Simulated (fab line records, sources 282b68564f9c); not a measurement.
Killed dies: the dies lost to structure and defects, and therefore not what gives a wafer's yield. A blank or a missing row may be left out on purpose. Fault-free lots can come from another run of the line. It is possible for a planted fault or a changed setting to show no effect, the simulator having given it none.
Which tool did it? || flow rit cmos || 14 lots (42 wafers sampled), 1 step of a 202-step route

== WHAT EACH GAUGE READ, for each wafer ==
The record lacks any reading of a measuring or inspecting step that a usual standard deviation could be used to judge.

== WHICH TOOL RAN EACH LOT (tool, then ch and the chambers of the sampled wafers, then the start) ==
{"lot": "L463", "RIT_ACTIVE_DEVELOP_10": "litho track-03 ch 0, day 1 14:00"}
{"lot": "L465", "RIT_ACTIVE_DEVELOP_10": "litho track-04 ch 0, day 2 00:00"}
{"lot": "L466", "RIT_ACTIVE_DEVELOP_10": "litho track-03 ch 0, day 2 05:00"}
{"lot": "L467", "RIT_ACTIVE_DEVELOP_10": "litho track-01 ch 0, day 2 10:00"}
{"lot": "L468", "RIT_ACTIVE_DEVELOP_10": "litho track-04 ch 0, day 2 15:00"}
{"lot": "L469", "RIT_ACTIVE_DEVELOP_10": "litho track-03 ch 0, day 2 20:00"}
{"lot": "L470", "RIT_ACTIVE_DEVELOP_10": "litho track-03 ch 0, day 3 01:00"}
{"lot": "L473", "RIT_ACTIVE_DEVELOP_10": "litho track-03, day 3 17:00"}
{"lot": "L474", "RIT_ACTIVE_DEVELOP_10": "litho track-03, day 3 21:00"}
{"lot": "L476", "RIT_ACTIVE_DEVELOP_10": "litho track-01 ch 0, day 4 07:00"}
{"lot": "L482", "RIT_ACTIVE_DEVELOP_10": "litho track-03 ch 0, day 5 14:00"}
{"lot": "L483", "RIT_ACTIVE_DEVELOP_10": "litho track-01 ch 0, day 5 19:00"}
{"lot": "L484", "RIT_ACTIVE_DEVELOP_10": "litho track-03 ch 0, day 6 01:00"}
{"lot": "L485", "RIT_ACTIVE_DEVELOP_10": "litho track-04 ch 0, day 6 06:00"}
- RIT_ACTIVE_DEVELOP_10: develop time 50 s.

== WHAT THE TOOLS THEMSELVES READ (means of the sampled wafers that have a number; where no wafer has one, the mark that the record gives instead) ==
RIT_ACTIVE_DEVELOP_10.
{"lot": "L463", "tool": "litho track-03", "chill plate temp C (C)": 23.07, "resist line temp C (C)": 22.75}
{"lot": "L465", "tool": "litho track-04", "chill plate temp C (C)": 23.16, "resist line temp C (C)": 22.94}
{"lot": "L466", "tool": "litho track-03", "chill plate temp C (C)": 23.03, "resist line temp C (C)": 23.03}
{"lot": "L467", "tool": "litho track-01", "chill plate temp C (C)": 22.90, "resist line temp C (C)": 22.94}
{"lot": "L468", "tool": "litho track-04", "chill plate temp C (C)": 23.14, "resist line temp C (C)": 23.20}
{"lot": "L469", "tool": "litho track-03", "chill plate temp C (C)": 23.11, "resist line temp C (C)": 22.98}
{"lot": "L470", "tool": "litho track-03", "chill plate temp C (C)": 22.95, "resist line temp C (C)": 23.05}
{"lot": "L473", "tool": "litho track-03", "chill plate temp C (C)": "-", "resist line temp C (C)": "-"}
{"lot": "L474", "tool": "litho track-03", "chill plate temp C (C)": "-", "resist line temp C (C)": "-"}
{"lot": "L476", "tool": "litho track-01", "chill plate temp C (C)": 23.13, "resist line temp C (C)": 22.95}
{"lot": "L482", "tool": "litho track-03", "chill plate temp C (C)": 22.91, "resist line temp C (C)": 22.96}
{"lot": "L483", "tool": "litho track-01", "chill plate temp C (C)": 23.04, "resist line temp C (C)": 23.02}
{"lot": "L484", "tool": "litho track-03", "chill plate temp C (C)": 23.10, "resist line temp C (C)": 22.95}
{"lot": "L485", "tool": "litho track-04", "chill plate temp C (C)": 22.98, "resist line temp C (C)": 22.83}

== THE ANSWER, worked out from the rows above alone ==
Rule: the lots themselves supply what counts as usual. The widest of any qualifying gaps counts: lots, ordered by their means at a reading, are off when they make up no more than a third of the lots, leave a main group of 4 or more, and stand apart from it by 3 or more times the standard deviation of that group's means. A main group is skipped when, at the precision printed for the reading in the tables above, its means are all equal. A lot without any number at a reading at which 4 lots or more have one is off too. All remaining lots with rows at the step are treated as sound. First the gauges in route order, then the tools' own readings, where a lot's mean is used as printed above. At the first step where some lot is off, the reading lying furthest off is the one used; lots without a number count as furthest.
Off at RIT_ACTIVE_DEVELOP_10 (chill plate temp C): L473, L474. Without a number there: L473, L474. Mean 23.04 C and standard deviation 0.087 in the main group.
A tool fits if, at that step or a process step before it, it ran every lot that is off, and no sound lot after the first of them. Not one of the candidates tried fits.

== WHAT THE SIMULATOR HAD INSERTED ==
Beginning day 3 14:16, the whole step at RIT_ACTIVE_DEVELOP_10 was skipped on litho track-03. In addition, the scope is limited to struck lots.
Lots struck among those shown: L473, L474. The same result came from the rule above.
